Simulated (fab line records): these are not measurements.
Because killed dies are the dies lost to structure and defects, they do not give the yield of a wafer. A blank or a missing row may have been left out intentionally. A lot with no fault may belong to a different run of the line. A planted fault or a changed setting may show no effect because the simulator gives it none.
The tool behind it: which one? | flow rit cmos | 18 wafers from 6 lots sampled at 3 of the route's 202 steps

WHAT THE GAUGES SHOWED, per wafer
RIT_PLDD_OVL_MEAS_06.
lot  | measured    | on         | PLDD_OVL (nm)
L789 | day 3 15:23 | overlay-02 | -0.6 -1.6 -0.4
L792 | day 4 05:30 | overlay-01 | -1.8 0.3 -1.4
L794 | day 4 16:20 | overlay-02 | -1.9 0.5 -0.1
L797 | day 5 08:01 | overlay-02 | - - -
L805 | day 6 23:45 | overlay-02 | 0.7 1.9 2.5
L807 | day 7 09:20 | overlay-02 | -3.0 -2.9 -2.7

WHAT TOOL EACH LOT RAN ON (gives the tool, then ch and the chambers of the sampled wafers, and finally the start)
lot  | RIT_NRETRO_STRIP_09                 | RIT_PLDD_EXPOSE_03
L789 | plasma asher-04 ch 0,1, day 3 01:40 | iline stepper-02 ch 0, day 3 15:00
L792 | plasma asher-02 ch 0,1, day 3 16:40 | iline stepper-01 ch 0, day 4 05:06
L794 | plasma asher-04 ch 0,1, day 4 02:26 | iline stepper-01 ch 0, day 4 15:58
L797 | plasma asher-01 ch 0,1, day 4 18:25 | iline stepper-01 ch 0, day 5 07:38
L805 | plasma asher-04 ch 0,1, day 6 11:02 | iline stepper-01 ch 0, day 6 23:23
L807 | plasma asher-01 ch 0,1, day 6 20:17 | iline stepper-01 ch 0, day 7 08:56
- RIT_NRETRO_STRIP_09: strips in O2, time 180 s.
- RIT_PLDD_EXPOSE_03: exposes mask M8, target cd 40900 nm.

THE ANSWER, worked out from the rows above alone
Rule: usual is defined by the lots themselves. Put in order of their means at a reading, lots are off if they are a third of the lots or fewer, leave a main group of 4 or more, and stand apart from it by a gap of 3 or more times the standard deviation of the main group's means; of several such gaps the widest counts. If all means in a main group match to the digits the tables above print for the reading, that group is not used. Also off: a lot with no number at a reading for which 4 or more lots have one. All remaining lots with rows at the step are treated as sound.
Off: at RIT_PLDD_OVL_MEAS_06 (PLDD_OVL), L797. Without a number there: L797. Mean -0.7 nm and standard deviation 1.5 in the main group.
If a tool, at a process step before that reading, ran all the lots that are off and no sound lot after the first of them, it fits. The gauges at RIT_PLDD_OVL_MEAS_06 are tried like those tools. No candidate that was tried fits.

WHAT THE SIMULATOR PUT IN
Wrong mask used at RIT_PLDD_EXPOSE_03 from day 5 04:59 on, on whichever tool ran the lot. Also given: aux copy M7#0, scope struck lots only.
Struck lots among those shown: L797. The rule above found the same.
